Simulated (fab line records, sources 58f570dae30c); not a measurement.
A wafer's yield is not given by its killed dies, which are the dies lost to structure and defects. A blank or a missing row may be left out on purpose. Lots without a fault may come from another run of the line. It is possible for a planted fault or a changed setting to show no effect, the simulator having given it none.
Which tool was responsible? | flow berkeley cmos170 | at 1 step of a route of 331, 14 lots with 42 wafers sampled

WHAT THE GAUGES SHOWED, per wafer
The record lacks any reading of a measuring or inspecting step that a usual standard deviation could be used to judge.

WHICH TOOL RAN EACH LOT (tool, then ch and the chambers of the sampled wafers, then the start)
lot  | UCB170_SDANNEAL_RTA_01
L696 | rtp anneal-01 ch 0, day 6 19:21
L699 | rtp anneal-02 ch 0, day 7 19:58
L700 | rtp anneal-01 ch 0, day 7 19:58
L701 | rtp anneal-01 ch 0, day 8 06:41
L702 | rtp anneal-02 ch 0, day 8 06:58
L707 | rtp anneal-02 ch 0, day 8 21:48
L705 | rtp anneal-01 ch 0, day 8 23:07
L710 | rtp anneal-02, day 10 01:07
L709 | rtp anneal-01, day 10 01:27
L713 | rtp anneal-01 ch 0, day 10 07:52
L715 | rtp anneal-02 ch 0, day 11 02:32
L716 | rtp anneal-02 ch 0, day 11 02:59
L719 | rtp anneal-01 ch 0, day 11 03:05
L717 | rtp anneal-02 ch 0, day 11 03:26
- UCB170_SDANNEAL_RTA_01: time 5 s.

AS READ BY THE TOOLS THEMSELVES (means over the sampled wafers that have a number; for cases with no such wafer, the mark the record gives instead)
UCB170_SDANNEAL_RTA_01.
lot  | tool          | anneal temp c max | chamber o2 ppm | lamp power pct (%) | wafer_temp_C_max
L696 | rtp anneal-01 | 1054.3            | 1.993          | 38.2               | 1055.8
L699 | rtp anneal-02 | 1054.7            | 2.018          | 40.3               | 1056.1
L700 | rtp anneal-01 | 1054.5            | 2.013          | 38.1               | 1055.5
L701 | rtp anneal-01 | 1053.8            | 1.973          | 38.2               | 1054.4
L702 | rtp anneal-02 | 1054.2            | 1.981          | 40.3               | 1056.1
L707 | rtp anneal-02 | 1053.7            | 2.009          | 40.3               | 1054.8
L705 | rtp anneal-01 | 1053.8            | 2.006          | 38.2               | 1054.9
L710 | rtp anneal-02 | -                 | -              | -                  | -
L709 | rtp anneal-01 | -                 | -              | -                  | -
L713 | rtp anneal-01 | 1053.6            | 2.009          | 38.2               | 1055.4
L715 | rtp anneal-02 | 1055.3            | 1.992          | 40.4               | 1054.5
L716 | rtp anneal-02 | 1056.1            | 2.024          | 40.3               | 1055.5
L719 | rtp anneal-01 | 1054.5            | 1.983          | 38.2               | 1054.7
L717 | rtp anneal-02 | 1054.1            | 1.986          | 40.4               | 1055.1

THE ANSWER, worked out from the rows above alone
Rule: the lots themselves supply what counts as usual. The widest of any qualifying gaps counts: lots, ordered by their means at a reading, are off when they make up no more than a third of the lots, leave a main group of 4 or more, and stand apart from it by 3 or more times the standard deviation of that group's means. If all means in a main group match to the digits the tables above print for the reading, that group is not used. Also off: a lot with no number at a reading for which 4 or more lots have one. All remaining lots with rows at the step are treated as sound. First the gauges in route order, then the tools' own readings, where a lot's mean is used as printed above. The first step at which some lot is off is used, and at that step the reading that is off furthest; a lot without a number counts as furthest.
Off: L710, L709 (UCB170_SDANNEAL_RTA_01, anneal temp c max). Without a number there: L710, L709. Mean 1054.4 and standard deviation 0.7 in the main group.
If a tool, at that step or one of the process steps before it, ran each lot that is off and ran no sound lot following the first of them, it fits. None of those tried fits.

WHAT THE SIMULATOR PUT IN
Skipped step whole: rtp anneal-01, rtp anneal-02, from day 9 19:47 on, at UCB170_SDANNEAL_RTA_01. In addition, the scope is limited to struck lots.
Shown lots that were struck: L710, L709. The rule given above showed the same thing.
